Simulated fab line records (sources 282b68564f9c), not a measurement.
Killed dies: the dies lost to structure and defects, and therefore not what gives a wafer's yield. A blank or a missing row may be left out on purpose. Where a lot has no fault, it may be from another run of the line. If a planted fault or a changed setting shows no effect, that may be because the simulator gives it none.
2 desks, one fault | flow rit_cmos | numbers are kept per desk, each desk with only its own; the story behind them comes last

FROM THE METROLOGY DESK
Means of the sampled wafers that have a number, per lot and without regard to the tool the lot ran on: this is what the gauges read. The brackets show how far a lot's mean lies from the usual mean; more than 4 standard deviations puts the lot out of limits, marked OUT.
Columns: A = ACTIVE_OXIDE_THK at RIT_ACTIVE_THK_MEAS_02, usual 46.6 nm; B = ACTIVE_NITRIDE_THK at RIT_ACTIVE_THK_MEAS_04, usual 149.8 nm; C = cd_nm at RIT_ACTIVE_CD_MEAS_11, usual 1400.3 nm
lot  | first seen here | A    | B     | C
L132 | day 1 13:08     | 44.4 | 149.8 | 1400.3
L135 | day 2 04:30     | 45.1 | 151.1 | 1400.2
L138 | day 2 18:58     | 45.6 | 150.3 | 1399.4
L149 | day 5 02:14     | 45.7 | 152.0 | 1399.0
L151 | day 5 11:56     | 44.1 | 149.5 | 1398.4
L154 | day 6 02:03     | 47.1 | 150.3 | 1400.0
This desk found nothing out of limits on any of the 6 lots.

TOOL OWNER'S DESK, rie_diel-02
The tool's own readings at RIT_ACTIVE_ETCH_13 (etches Si3N4 in SF6, stops on SiO2, time 210 s, target depth 210 nm): means of the sampled wafers that have a number, for each lot that ran on this tool. The brackets show how far a lot's mean lies from the usual mean; more than 4 standard deviations puts the lot out of limits, marked OUT.
Columns: A = drypump_motor_current_A at RIT_ACTIVE_ETCH_13, usual 5.7 A; B = oes_product_au at RIT_ACTIVE_ETCH_13, usual 0.824 a.u.; C = throttle_valve_pct at RIT_ACTIVE_ETCH_13, usual 7.52 %
lot  | first seen here | A   | B     | C
L132 | day 1 15:54     | 6.0 | 0.814 | 7.55
L135 | day 2 07:16     | 5.7 | 0.831 | 7.42
L138 | day 2 21:44     | 5.7 | 0.820 | 7.60
L149 | day 5 05:01     | 5.8 | 0.825 | 7.55
L154 | day 6 04:43     | 5.9 | 0.820 | 7.49
This desk found nothing out of limits on any of the 5 lots.

BROUGHT TOGETHER
Metrology desk: nothing out of limits seen.
The tool owner's desk saw nothing out of limits.

WHAT THE SIMULATOR HAD INSERTED
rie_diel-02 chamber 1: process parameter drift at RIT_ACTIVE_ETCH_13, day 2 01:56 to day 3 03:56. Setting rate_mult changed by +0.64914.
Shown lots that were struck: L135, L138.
